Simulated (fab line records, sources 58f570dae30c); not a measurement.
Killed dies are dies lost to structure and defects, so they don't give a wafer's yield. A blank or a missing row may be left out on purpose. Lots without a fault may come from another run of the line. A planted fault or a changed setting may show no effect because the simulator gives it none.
Which tool did it? | flow berkeley_cmos170 | 7 lots, 21 wafers sampled, at 4 steps of a route of 331

WHAT THE GAUGES READ, wafer by wafer
UCB170_NLDD_TW_MEAS_11.
lot  | measured     | on            | NLDD_TW
L133 | day 7 11:32  | film_metro-02 | 2245 2245 2239
L134 | day 8 01:19  | film_metro-04 | 2186 2189 2199
L137 | day 8 15:11  | film_metro-02 | 2229 2225 2217
L139 | day 8 22:16  | film_metro-02 | 2218 2224 2218
L146 | day 10 04:57 | film_metro-02 | 3161 3165 3168
L148 | day 10 17:27 | film_metro-04 | 3104 3090 3125
L153 | day 11 15:53 | film_metro-03 | 2202 2203 2205

WHICH TOOL RAN EACH LOT (tool, then ch and the chambers of the sampled wafers, then the start)
lot  | UCB170_GATE_STRIP_16                 | UCB170_NLDD_IMPLANT_08          | UCB170_NLDD_STRIP_10
L133 | plasma_asher-02 ch 0,1, day 7 07:08  | implanter-01 ch 0, day 7 11:08  | plasma_asher-04 ch 0,1, day 7 11:26
L134 | plasma_asher-03 ch 0,1, day 7 20:00  | implanter-03 ch 0, day 8 00:56  | plasma_asher-02 ch 0,1, day 8 01:12
L137 | plasma_asher-03 ch 0, day 8 10:39    | implanter-01 ch 0, day 8 14:47  | plasma_asher-02 ch 0,1, day 8 15:04
L139 | plasma_asher-03 ch 0,1, day 8 17:35  | implanter-02 ch 0, day 8 21:54  | plasma_asher-04 ch 0,1, day 8 22:11
L146 | plasma_asher-03 ch 0,1, day 10 00:20 | implanter-01 ch 0, day 10 04:34 | plasma_asher-04 ch 0,1, day 10 04:50
L148 | plasma_asher-02 ch 0,1, day 10 13:25 | implanter-01 ch 0, day 10 17:05 | plasma_asher-02 ch 0,1, day 10 17:22
L153 | plasma_asher-02 ch 1, day 11 11:38   | implanter-03 ch 0, day 11 15:29 | plasma_asher-02 ch 0,1, day 11 15:47
- UCB170_GATE_STRIP_16: strips in O2.
- UCB170_NLDD_IMPLANT_08
- UCB170_NLDD_STRIP_10: strips in O2.

THE ANSWER, worked out from the rows above alone
Rule: what is usual is taken from the lots themselves. Put in order of their means at a reading, lots are off if they are a third of the lots or fewer, leave a main group of 4 or more, and stand apart from it by a gap of 3 or more times the standard deviation of the main group's means; of several such gaps the widest counts. A main group whose means are all the same, to the digits that the tables above print for the reading, isn't used. A lot without any number at a reading at which 4 lots or more have one is off too. The other lots that the step has rows for count as sound.
Off: L146, L148, at UCB170_NLDD_TW_MEAS_11 (NLDD_TW). The main group: mean 2216, standard deviation 18.
A tool fits if, at a process step before that reading, it ran every lot that is off, and no sound lot after the first of them. The gauges at UCB170_NLDD_TW_MEAS_11 are tried like those tools. One fits: implanter-01 at UCB170_NLDD_IMPLANT_08. Its last sound lot is L137 (day 8 14:47), its first lot that is off L146 (day 10 04:34): a fault that began between those two fits.

WHAT THE SIMULATOR HAD PUT IN
Process parameter drift: implanter-01, from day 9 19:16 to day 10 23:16, at UCB170_NLDD_IMPLANT_08. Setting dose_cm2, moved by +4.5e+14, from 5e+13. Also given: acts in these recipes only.
Lots struck among those shown: L146, L148. The rule above found the same.
